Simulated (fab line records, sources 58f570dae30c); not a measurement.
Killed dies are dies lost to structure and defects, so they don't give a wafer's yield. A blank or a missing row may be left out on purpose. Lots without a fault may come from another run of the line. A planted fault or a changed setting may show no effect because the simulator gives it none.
A struck lot beside a sound one | flow berkeley_cmos170 | 44 steps out of a route of 331
Sound: wafers L484.3, L484.4, L484.6. Struck: wafers L483.1, L483.4, L483.5. The cause comes at the end.
At each step with rows: each side's tool, then ch and its chambers, then its first start. Under that, the readings that differ: sound wafers | struck wafers | difference of the means | sigmas: that difference in standard deviations of wafers without a fault.
alike: readings whose means differ by less than 2 such deviations, and words and numbers that are the same on both sides. not compared: withheld readings, readings that some wafer has no value for, bounds like >300 that may hide the same value, and numbers for which the record gives no deviation and whose values overlap.
The two part at a step that has a row with sigmas, a row that says differs or no value, or rows on one side only. Numbers that don't overlap but have no deviation are shown without sigmas and don't part them. A reading that every wafer of one side lacks parts them only if that side has two wafers or more.

first, 3 steps without rows for these wafers: UCB170_PVT_EXPOSE_03 (exposes mask NWELL, target cd 3000 nm); UCB170_PVT_PEB_04; UCB170_PVT_DEVELOP_05 (develop time 45 s).
UCB170_PVT_OVL_MEAS_06:
  sound on overlay-01, day 10 02:54; struck on overlay-02, day 9 20:49
  alike: PVT_OVL
then, 1 step without rows for these wafers: UCB170_PVT_IMPLANT_07.
UCB170_PVT_STRIP_08: strips in O2.
  sound on plasma_asher-04 ch 0,1, day 10 03:07; struck on plasma_asher-03 ch 0, day 9 21:00
  alike: drypump_motor_current_A, oes_product_au, strip_time_to_endpoint_s
  not compared: rf_hours_counter_h
UCB170_PVT_TW_MEAS_09:
  sound on film_metro-04, day 10 03:12; struck on film_metro-04, day 9 21:06
  alike: PVT_TW
then, 1 step without rows for these wafers: UCB170_GATE_WET_ETCH_00 (etches SiO2 in dHF, time 200 s).
UCB170_FIELD_THK_MEAS_91:
  sound on film_metro-03, day 10 03:23; struck on film_metro-03, day 9 21:29
  alike: FIELD_OXIDE_LEFT_2_THK
then, 1 step without rows for these wafers: UCB170_GATE_OXIDATION_01 (target thk 6.6 nm, ox time 1800 s).
UCB170_GATE_THK_MEAS_02:
  sound on film_metro-04, day 10 06:41; struck on film_metro-01, day 10 01:04
  alike: GATE_OXIDE_THK
then, 1 step without rows for these wafers: UCB170_GATE_ANNEAL_03 (time 1800 s).
UCB170_GATE_CVD_04: deposits poly-Si from SiH4, time 1440 s, target thk 214 nm.
  sound on lpcvd-02 ch 0, day 10 09:34; struck on lpcvd-01 ch 1, day 10 04:05
  reading                                  | sound             | struck            | difference | sigmas
  spike_tc_centre_C (C)                    | 611.8 610.8 611.4 | 624.5 622.4 623.6 | +12.2      | +9
  model.poly-Si_of_GATE_CVD_04.thk_nm (nm) | 214.4 215.4 216.5 | 244.8 228.3 223.3 | +16.7      |
UCB170_GATE_THK_MEAS_05:
  sound on film_metro-04, day 10 10:59; struck on film_metro-04, day 10 05:30
  reading            | sound             | struck            | difference | sigmas
  GATE_POLY_THK (nm) | 214.5 215.5 216.5 | 244.8 228.1 223.4 | +16.6      | +7
then, 6 steps without rows for these wafers: UCB170_GATE_COAT_06; UCB170_GATE_COAT_07 (resist thk 900 nm); UCB170_GATE_SOFTBAKE_08 (time 60 s); UCB170_GATE_EXPOSE_09 (exposes mask POLY, target cd 350 nm); UCB170_GATE_PEB_10; UCB170_GATE_DEVELOP_11 (develop time 45 s).
UCB170_GATE_CD_MEAS_12: target cd 350 nm.
  sound on cd_sem-02, day 10 12:49; struck on cd_sem-02, day 10 06:32
  alike: cd_nm
UCB170_GATE_OVL_MEAS_13:
  sound on overlay-01, day 10 12:54; struck on overlay-02, day 10 06:39
  alike: GATE_OVL
UCB170_GATE_ETCH_14: etches BARC in N2/H2.
  sound on rie_diel-04 ch 0,1, day 10 12:55; struck on rie_diel-03 ch 1,2, day 10 06:41
  reading                | sound             | struck            | difference | sigmas
  h2_flow_sccm (sccm)    | 200.2 200.3 200.3 | 198.4 199.4 199.3 | -1.2       | -2
  throttle_valve_pct (%) | 13.16 13.15 13.31 | 13.55 13.58 13.55 | +0.35      | +2
  alike: drypump_motor_current_A, oes_product_au
UCB170_GATE_ETCH_15: etches poly-Si in HBr/Cl2, stops on SiO2, time 56.3 s, target depth 278.2 nm.
  sound on rie_si-02 ch 0,1,3, day 10 12:58; struck on rie_si-01 ch 0,2, day 10 06:44
  reading                          | sound             | struck            | difference | sigmas
  oes_product_au (a.u.)            | 0.847 0.837 0.844 | 0.907 0.875 0.867 | +0.040     | +4
  model.etch.depth_nm (nm)         | 214.4 215.4 216.5 | 244.8 228.3 223.3 | +16.7      |
  model.GATE.feature_depth_nm (nm) | 214.4 215.4 216.5 | 244.8 228.3 223.3 | +16.7      |
  alike: drypump_motor_current_A, throttle_valve_pct
  not compared: rf_hours_counter_h
UCB170_GATE_STRIP_16: strips in O2.
  sound on plasma_asher-02 ch 0,1, day 10 13:03; struck on plasma_asher-03 ch 0, day 10 06:46
  alike: drypump_motor_current_A, oes_product_au
  not compared: rf_hours_counter_h
UCB170_GATE_CD_MEAS_90: target cd 350 nm.
  sound on cd_sem-02, day 10 13:09; struck on cd_sem-02, day 10 06:53
  alike: cd_nm
then, 7 steps without rows for these wafers: UCB170_GATE_CLEAN_17 (cleans in SPM, time 600 s); UCB170_PLDD_HMDS_00 (prime time 60 s); UCB170_PLDD_COAT_01 (resist thk 900 nm); UCB170_PLDD_SOFTBAKE_02 (time 60 s); UCB170_PLDD_EXPOSE_03 (exposes mask PSELECT, target cd 1200 nm); UCB170_PLDD_PEB_04; UCB170_PLDD_DEVELOP_05 (develop time 45 s).
UCB170_PLDD_CD_MEAS_06: target cd 1200 nm.
  sound on cd_sem-01, day 10 14:25; struck on cd_sem-02, day 10 08:19
  alike: cd_nm
UCB170_PLDD_OVL_MEAS_07:
  sound on overlay-02, day 10 14:31; struck on overlay-02, day 10 08:26
  alike: PLDD_OVL
then, 2 steps without rows for these wafers: UCB170_PLDD_IMPLANT_08; UCB170_PLDD_IMPLANT_09.
UCB170_PLDD_STRIP_10: strips in O2.
  sound on plasma_asher-02 ch 0,1, day 10 14:52; struck on plasma_asher-01 ch 0,1, day 10 08:46
  alike: drypump_motor_current_A, oes_product_au, strip_time_to_endpoint_s
  not compared: rf_hours_counter_h
UCB170_PLDD_TW_MEAS_11:
  sound on film_metro-01, day 10 14:57; struck on film_metro-03, day 10 08:52
  reading | sound       | struck         | difference | sigmas
  PLDD_TW | 988 990 994 | 1017 1018 1026 | +30        | +3
then, 3 steps without rows for these wafers: UCB170_PLDD_CLEAN_12 (cleans in SPM, time 600 s); UCB170_NLDD_HMDS_00 (prime time 60 s); UCB170_NLDD_COAT_01 (resist thk 900 nm).
UCB170_SILICIDE_PRE_CLEAN_00: preclean etch time 60 s.
  sound on pvd_sputter-02, day 11 08:37; struck on pvd_sputter-03, day 10 22:46
  reading                                  | sound             | struck            | difference | sigmas
  model.poly-Si_of_GATE_CVD_04.thk_nm (nm) | 207.4 208.6 209.6 | 237.9 221.3 216.4 | +16.7      |
UCB170_M3_PROBE_99:
  sound on prober-02, day 12 11:25; struck on prober-02, day 12 01:01
  reading                              | sound                | struck              | difference | sigmas
  model.etest.pldd.line_ohm_um         | 1781 1841 1778       | 1877 1872 1846      | +65        |
  model.etest.pldd.rs_ohm_sq           | 1120 1139 1127       | 1151 1143 1146      | +18        |
  model.etest.contact_ppoly.end_ohm_um | 233.5 220.7 227.6    | 243.7 260.4 238.4   | +20.2      |
  model.etest.contact_npoly.end_ohm_um | 63.86 61.57 63.01    | 71.56 68.57 66.86   | +6.18      |
  model.etest.pmos_0p35.overlap_ff_um  | 0.3728 0.3711 0.3699 | 0.3648 0.3649 0.366 | -0.0060    |
  not compared: model.etest.poly_comb_over_steps.leak_log10_a_um, model.etest.pmos_0p35.isub_log10_a_um

WHERE THEY PART
First at UCB170_GATE_CVD_04; last, within this record, at UCB170_PLDD_TW_MEAS_11.

WHY: what the simulator had put in
Process parameter drift: lpcvd-01, from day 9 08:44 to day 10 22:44, at UCB170_GATE_CVD_04. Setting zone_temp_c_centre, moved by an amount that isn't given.
